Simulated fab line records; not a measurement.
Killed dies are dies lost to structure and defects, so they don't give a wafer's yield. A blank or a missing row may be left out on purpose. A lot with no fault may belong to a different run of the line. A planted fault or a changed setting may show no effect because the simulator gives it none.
Code-filled problem report in 8D (eight disciplines) form | flow rit_cmos | the parts of the form that need people (team, actions taken, sign-off) are left out

1. PROBLEM STATEMENT
Mean of heater_power_total_W at RIT_PSD_HARDBAKE_07: 59.74 W across 9 wafers in 3 lots; on wafers with no fault it is 62.55 W (standard deviation 0.045). That is -63 standard deviations from the usual mean.
The step: time 60 s.
First seen on wafer L106.1, day 6 00:32, on litho_track-04. At this step, 45 wafers from 15 lots have a number in the record. By rule, "out" or "out of limits" means more than 4 standard deviations away from the usual mean. All remaining wafers that have a number are taken as sound.

2. WHAT IT IS AND WHAT IT IS NOT
question                    | is                                 | is not
which readings at this step | heater_power_total_W, plate_temp_C | -
which lots                  | L106, L107, L108                   | L100, L101, L112, L114, L115, L116, L993, L994, L995, L996, L997, L999
which wafers of those lots  | all that have a number             | -
read on which tools         | litho_track-04                     | litho_track-01, litho_track-02
when                        | from day 6 00:32                   | up to then (24 sound wafers); but 12 sound wafers of L112, L114, L115, L116 came after

3. SUSPECTS, AND WHAT RULES EACH OUT
Counting: a tool stays on the suspect list if, at a process step up to the reading, it processed all lots that are out and no sound lot following the first of them.
- litho_track-04 at RIT_PSD_HARDBAKE_07 (time 60 s): kept. Every lot that is out went through it, starting with L106 (day 6 00:32), and after that it ran no sound lot; the last sound lot it ran before then is L100 (day 4 17:53). Out on those wafers are its own readings of heater_power_total_W, plate_temp_C.
Left after counting: litho_track-04 at RIT_PSD_HARDBAKE_07.

4. THE CAUSE (what the simulator had put in)
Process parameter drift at RIT_PSD_HARDBAKE_07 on litho_track-04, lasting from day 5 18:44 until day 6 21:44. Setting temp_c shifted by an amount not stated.
The count eliminated every tool but this one.

5. THE CHAIN OF EFFECTS, in route order
Each row: a reading whose mean over the struck wafers that have a number lies more than 3 standard deviations from the usual. Readings are gone through only where the record gives a usual standard deviation; hours: the median, over the lots, of the time from a lot's start at the first step in this table giving one to that lot's start at this step; sigmas: the change measured in usual standard deviations.
hours | step                | reading              | usual    | on struck wafers | change | sigmas
0     | RIT_PSD_HARDBAKE_07 | heater_power_total_W | 62.55 W  | 59.74            | -2.81  | -63
0     | RIT_PSD_HARDBAKE_07 | plate_temp_C         | 139.98 C | 135.10           | -4.88  | -35
Its process steps:
- RIT_PSD_HARDBAKE_07: time 60 s.

6. HOW IT WOULD HAVE BEEN CAUGHT EARLIER
First out-of-limits reading in this record: day 6 00:32, which is 6 hours after fault onset at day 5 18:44.
